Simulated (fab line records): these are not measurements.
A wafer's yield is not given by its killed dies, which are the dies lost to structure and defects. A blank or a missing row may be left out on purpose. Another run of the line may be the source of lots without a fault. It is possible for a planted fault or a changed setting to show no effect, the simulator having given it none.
Which of the tools did it? -- flow rit_cmos -- 14 lots, 42 wafers sampled, at 1 step of a route of 202

## WHAT THE GAUGES READ, wafer by wafer
No reading from a measuring or inspecting step in the record can be judged against a usual standard deviation.

## WHAT TOOL EACH LOT RAN ON (gives the tool, then ch and the chambers of the sampled wafers, and finally the start)
lot,RIT_SILICIDE_WET_ETCH_00
L654,"wet_bench-02 ch 3, day 3 22:31"
L655,"wet_bench-03 ch 0, day 4 02:14"
L656,"wet_bench-03 ch 1, day 4 07:07"
L657,"wet_bench-02 ch 0, day 4 13:37"
L658,"wet_bench-01 ch 1, day 4 19:32"
L659,"wet_bench-03 ch 3, day 4 22:53"
L661,"wet_bench-03 ch 2, day 5 09:19"
L667,"wet_bench-02 ch 3, day 6 16:07"
L668,"wet_bench-03 ch 1, day 6 21:24"
L669,"wet_bench-02 ch 3, day 7 02:38"
L670,"wet_bench-02 ch 2, day 7 06:36"
L671,"wet_bench-02 ch 1, day 7 10:53"
L672,"wet_bench-01 ch 2, day 7 16:24"
L673,"wet_bench-02 ch 2, day 7 21:58"
- RIT_SILICIDE_WET_ETCH_00: etches SiO2 in BOE, target depth 14 nm, time 15 s.

## WHAT THE TOOLS THEMSELVES READ (means of the sampled wafers that have a number; where no wafer has one, the mark that the record gives instead)
RIT_SILICIDE_WET_ETCH_00. Usual: bath_heat_duty_pct 1.8 %, standard deviation 0.38; run_length_s 43.1 s, standard deviation 1.8.
lot,tool,bath_heat_duty_pct (%),run_length_s (s),flag
L654,wet_bench-02,1.2,45.7,
L655,wet_bench-03,1.5,42.4,
L656,wet_bench-03,1.8,42.2,
L657,wet_bench-02,2.0,41.3,
L658,wet_bench-01,-,-,OFF
L659,wet_bench-03,-,-,OFF
L661,wet_bench-03,1.7,42.2,
L667,wet_bench-02,1.7,41.6,
L668,wet_bench-03,1.9,46.2,
L669,wet_bench-02,1.8,45.7,
L670,wet_bench-02,1.5,46.6,
L671,wet_bench-02,1.8,46.3,
L672,wet_bench-01,1.9,43.5,
L673,wet_bench-02,1.5,42.0,

## THE ANSWER, worked out from the rows above alone
Rule: a lot counts as off when the mean over its wafers that have a number is more than 3 standard deviations away from the usual mean. A lot without any number at a reading at which 4 lots or more have one is off too. Any other lot the step has rows for is counted as sound. Order of review: gauges by route order, followed by the tools' own readings, for which a lot's mean as printed above is used. At the first step where some lot is off, the reading lying furthest off is the one used; lots without a number count as furthest.
Off: L658, L659 (RIT_SILICIDE_WET_ETCH_00, bath_heat_duty_pct). Without a number there: L658, L659.
A tool fits if, at that step or a process step before it, it ran every lot that is off, and no sound lot after the first of them. None of those tried fits.

## WHAT THE SIMULATOR HAD INSERTED
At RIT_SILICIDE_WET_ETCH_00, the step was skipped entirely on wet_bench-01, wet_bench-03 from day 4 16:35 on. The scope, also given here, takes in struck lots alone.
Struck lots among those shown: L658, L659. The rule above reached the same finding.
